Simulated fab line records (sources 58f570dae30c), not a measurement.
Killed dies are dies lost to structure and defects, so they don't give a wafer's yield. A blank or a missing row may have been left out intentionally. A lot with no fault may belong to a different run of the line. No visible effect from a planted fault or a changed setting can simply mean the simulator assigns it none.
Commonality check across tools :: flow berkeley cmos170 :: 15 lots, 45 wafers sampled

## THE REASON FOR OPENING IT
Of 15 lots, 3 have the reading NVT_TW flagged at UCB170_NVT_TW_MEAS_09. Fault-free wafers read 528, with a standard deviation of 4.9.
Rule: flag the lot when none of its wafers has a number, or when each of its wafers that has one lies beyond 4 standard deviations from that mean. As for the other lots, they are considered sound.

lot: L105
measured: day 6 01:26
on: film metro-02
NVT_TW, wafer by wafer: 518 521 522
flag: 

lot: L107
measured: day 7 03:28
on: film metro-04
NVT_TW, wafer by wafer: 533 533 532
flag: 

lot: L109
measured: day 7 10:37
on: film metro-02
NVT_TW, wafer by wafer: 521 521 525
flag: 

lot: L108
measured: day 7 10:52
on: film metro-02
NVT_TW, wafer by wafer: 524 525 521
flag: 

lot: L110
measured: day 7 11:09
on: film metro-04
NVT_TW, wafer by wafer: 533 534 530
flag: 

lot: L119
measured: day 9 05:19
on: film metro-01
NVT_TW, wafer by wafer: 493 487 490
flag: FLAGGED

lot: L115
measured: day 9 06:04
on: film metro-01
NVT_TW, wafer by wafer: 488 492 493
flag: FLAGGED

lot: L120
measured: day 9 06:19
on: film metro-01
NVT_TW, wafer by wafer: 530 530 530
flag: 

lot: L116
measured: day 9 06:22
on: film metro-02
NVT_TW, wafer by wafer: 478 480 476
flag: FLAGGED

lot: L122
measured: day 9 20:45
on: film metro-04
NVT_TW, wafer by wafer: 529 529 530
flag: 

lot: L121
measured: day 9 21:16
on: film metro-01
NVT_TW, wafer by wafer: 530 527 530
flag: 

lot: L124
measured: day 10 07:37
on: film metro-01
NVT_TW, wafer by wafer: 532 527 529
flag: 

lot: L125
measured: day 10 19:01
on: film metro-04
NVT_TW, wafer by wafer: 529 530 528
flag: 

lot: L127
measured: day 11 05:37
on: film metro-01
NVT_TW, wafer by wafer: 529 527 528
flag: 

lot: L128
measured: day 11 06:07
on: film metro-04
NVT_TW, wafer by wafer: 535 532 533
flag: 
Average over the flagged lots: 486; offset from the usual -42, equal to -9 standard deviations.

## TOOL THAT RAN EACH LOT
The record holds 1 process step before the reading, out of a route of 331 steps. Each cell gives the tool, then ch followed by the chambers the sampled wafers passed through, then the start.
lot: L105
flag: 
UCB170_NVT_IMPLANT_07: implanter-02 ch 0, day 6 01:12

lot: L107
flag: 
UCB170_NVT_IMPLANT_07: implanter-02 ch 0, day 7 03:13

lot: L109
flag: 
UCB170_NVT_IMPLANT_07: implanter-01 ch 0, day 7 10:22

lot: L108
flag: 
UCB170_NVT_IMPLANT_07: implanter-04 ch 0, day 7 10:37

lot: L110
flag: 
UCB170_NVT_IMPLANT_07: implanter-02 ch 0, day 7 10:54

lot: L119
flag: FLAGGED
UCB170_NVT_IMPLANT_07: implanter-04 ch 0, day 9 05:04

lot: L115
flag: FLAGGED
UCB170_NVT_IMPLANT_07: implanter-04 ch 0, day 9 05:49

lot: L120
flag: 
UCB170_NVT_IMPLANT_07: implanter-02 ch 0, day 9 06:04

lot: L116
flag: FLAGGED
UCB170_NVT_IMPLANT_07: implanter-04 ch 0, day 9 06:08

lot: L122
flag: 
UCB170_NVT_IMPLANT_07: implanter-02 ch 0, day 9 20:32

lot: L121
flag: 
UCB170_NVT_IMPLANT_07: implanter-01 ch 0, day 9 20:43

lot: L124
flag: 
UCB170_NVT_IMPLANT_07: implanter-02 ch 0, day 10 07:23

lot: L125
flag: 
UCB170_NVT_IMPLANT_07: implanter-02 ch 0, day 10 18:47

lot: L127
flag: 
UCB170_NVT_IMPLANT_07: implanter-02 ch 0, day 11 05:23

lot: L128
flag: 
UCB170_NVT_IMPLANT_07: implanter-01 ch 0, day 11 05:52
What is done by these steps:
- UCB170_NVT_IMPLANT_07
- UCB170_NVT_TW_MEAS_09

## FLAGGED AGAINST TOTAL, ONE TOOL AT A TIME (gauges that did the reading follow at the end)
step: UCB170_NVT_IMPLANT_07
tool: implanter-01
lots run: 3
flagged: 0
share of the flagged lots: none
sound lots run after its first flagged lot: -

step: UCB170_NVT_IMPLANT_07
tool: implanter-02
lots run: 8
flagged: 0
share of the flagged lots: none
sound lots run after its first flagged lot: -

step: UCB170_NVT_IMPLANT_07
tool: implanter-04
lots run: 4
flagged: 3
share of the flagged lots: all
sound lots run after its first flagged lot: 0

step: UCB170_NVT_TW_MEAS_09
tool: film metro-01
lots run: 6
flagged: 2
share of the flagged lots: some
sound lots run after its first flagged lot: 4 (L120,L121,L124,L127)

step: UCB170_NVT_TW_MEAS_09
tool: film metro-02
lots run: 4
flagged: 1
share of the flagged lots: some
sound lots run after its first flagged lot: 0

step: UCB170_NVT_TW_MEAS_09
tool: film metro-04
lots run: 5
flagged: 0
share of the flagged lots: none
sound lots run after its first flagged lot: -

## WHAT THE TABLE ALLOWS
All flagged lots share 1 row of the table, namely implanter-04 at UCB170_NVT_IMPLANT_07.
- implanter-04 at UCB170_NVT_IMPLANT_07 ran 4 lots, 3 of them flagged. Last sound lot L108 at day 7 10:37, first flagged lot L119 at day 9 05:04; a fault beginning in between fits. Its own readings (dose ions cm2, faraday current uA) fall more than 4 standard deviations out on all wafers of the flagged lots.
implanter-04 at UCB170_NVT_IMPLANT_07 is the single tool remaining.

## WHAT HAD BEEN PUT IN BY THE SIMULATOR
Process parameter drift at UCB170_NVT_IMPLANT_07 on implanter-04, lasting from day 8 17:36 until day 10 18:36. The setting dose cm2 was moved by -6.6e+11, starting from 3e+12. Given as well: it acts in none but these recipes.
Shown lots that were struck: L119, L115, L116. The rule given above showed the same thing.
